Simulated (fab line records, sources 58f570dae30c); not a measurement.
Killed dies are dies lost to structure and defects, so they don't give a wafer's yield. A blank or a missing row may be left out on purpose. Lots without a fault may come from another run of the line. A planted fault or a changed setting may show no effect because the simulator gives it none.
Which tool did it? | flow berkeley_cmos170 | 14 lots, 42 wafers sampled, at 2 steps of a route of 331

WHAT THE GAUGES READ, wafer by wafer
UCB170_NWELL_THK_MEAS_05. Usual: NWELL_NITRIDE_THK 222.8 nm, standard deviation 2.6.
lot  | measured    | on            | NWELL_NITRIDE_THK (nm) | flag
L652 | day 2 06:38 | film_metro-01 | 221.9 221.0 221.0      |
L653 | day 2 13:31 | film_metro-01 | 224.5 223.4 224.1      |
L654 | day 2 19:26 | film_metro-02 | 224.2 223.3 223.9      |
L655 | day 3 02:26 | film_metro-02 | 224.8 225.3 226.5      |
L657 | day 3 02:26 | film_metro-01 | 221.4 222.5 221.5      |
L658 | day 3 21:58 | film_metro-01 | 292.3 294.5 291.4      | OFF
L659 | day 3 21:58 | film_metro-02 | 292.3 293.0 291.5      | OFF
L660 | day 4 06:32 | film_metro-01 | 220.9 219.1 218.5      |
L665 | day 5 00:40 | film_metro-03 | 224.9 225.0 224.7      |
L669 | day 6 01:53 | film_metro-03 | 225.3 225.6 226.7      |
L672 | day 6 20:51 | film_metro-01 | 227.0 228.6 225.6      |
L673 | day 6 20:51 | film_metro-02 | 225.6 225.1 224.0      |
L674 | day 7 07:21 | film_metro-01 | 219.9 221.0 219.7      |
L675 | day 7 07:22 | film_metro-03 | 222.5 222.5 224.4      |

WHICH TOOL RAN EACH LOT (tool, then ch and the chambers of the sampled wafers, then the start)
lot  | UCB170_NWELL_CVD_04
L652 | lpcvd-02 ch 0, day 2 04:42
L653 | lpcvd-01 ch 1, day 2 11:34
L654 | lpcvd-02 ch 0, day 2 17:29
L655 | lpcvd-02 ch 1, day 3 00:31
L657 | lpcvd-02 ch 1, day 3 00:31
L658 | lpcvd-02 ch 1, day 3 20:01
L659 | lpcvd-02 ch 1, day 3 20:01
L660 | lpcvd-01 ch 0, day 4 04:36
L665 | lpcvd-01 ch 1, day 4 21:46
L669 | lpcvd-01 ch 1, day 5 23:56
L672 | lpcvd-02 ch 0, day 6 18:55
L673 | lpcvd-02 ch 0, day 6 18:55
L674 | lpcvd-02 ch 0, day 7 05:25
L675 | lpcvd-02 ch 0, day 7 05:25
- UCB170_NWELL_CVD_04: deposits Si3N4 from SiH2Cl2/NH3, target thk 224 nm, time 3360 s.

WHAT THE TOOLS THEMSELVES READ (means of the sampled wafers that have a number; where no wafer has one, the mark that the record gives instead)
UCB170_NWELL_CVD_04. Usual: spike_tc_centre_C 803.6 C, standard deviation 1.4; spike_tc_load_C 823.9 C, standard deviation 1.7; spike_tc_source_C 822 C, standard deviation 3.5; susceptor_temp_C 800.0 C, standard deviation 0.32.
lot  | tool     | spike_tc_centre_C (C) | spike_tc_load_C (C) | spike_tc_source_C (C) | susceptor_temp_C (C) | flag
L652 | lpcvd-02 | 802.8                 | 821.3               | 823                   | 799.9                |
L653 | lpcvd-01 | 803.4                 | 824.2               | 815                   | 799.7                |
L654 | lpcvd-02 | 802.7                 | 822.4               | 824                   | 799.8                |
L655 | lpcvd-02 | 804.2                 | 824.9               | 824                   | 800.0                |
L657 | lpcvd-02 | 805.7                 | 823.7               | 823                   | 800.0                |
L658 | lpcvd-02 | 820.5                 | 839.8               | 838                   | 814.8                | OFF
L659 | lpcvd-02 | 819.7                 | 839.5               | 839                   | 814.9                | OFF
L660 | lpcvd-01 | 803.0                 | 826.3               | 824                   | 800.1                |
L665 | lpcvd-01 | 803.6                 | 825.6               | 814                   | 800.1                |
L669 | lpcvd-01 | 803.0                 | 824.6               | 815                   | 799.9                |
L672 | lpcvd-02 | 803.7                 | 822.2               | 824                   | 800.2                |
L673 | lpcvd-02 | 802.5                 | 823.0               | 823                   | 799.9                |
L674 | lpcvd-02 | 803.2                 | 822.5               | 823                   | 799.7                |
L675 | lpcvd-02 | 803.1                 | 821.5               | 823                   | 800.0                |

THE ANSWER, worked out from the rows above alone
Rule: a lot is off if the mean of its wafers that have a number lies more than 3 standard deviations from the usual mean. A lot without any number at a reading at which 4 lots or more have one is off too. The other lots that the step has rows for count as sound. The gauges are gone through in route order, then the tools' own readings, and for those a lot's mean is taken as printed above. The first step at which some lot is off is used, and at that step the reading that is off furthest; a lot without a number counts as furthest.
Off: L658, L659, at UCB170_NWELL_THK_MEAS_05 (NWELL_NITRIDE_THK).
A tool fits if, at a process step before that reading, it ran every lot that is off, and no sound lot after the first of them. The gauges at UCB170_NWELL_THK_MEAS_05 aren't tried: what is off there is off at UCB170_NWELL_CVD_04 too, on other tools, and a gauge's error can't cause that. None of those tried fits.

WHAT THE SIMULATOR HAD PUT IN
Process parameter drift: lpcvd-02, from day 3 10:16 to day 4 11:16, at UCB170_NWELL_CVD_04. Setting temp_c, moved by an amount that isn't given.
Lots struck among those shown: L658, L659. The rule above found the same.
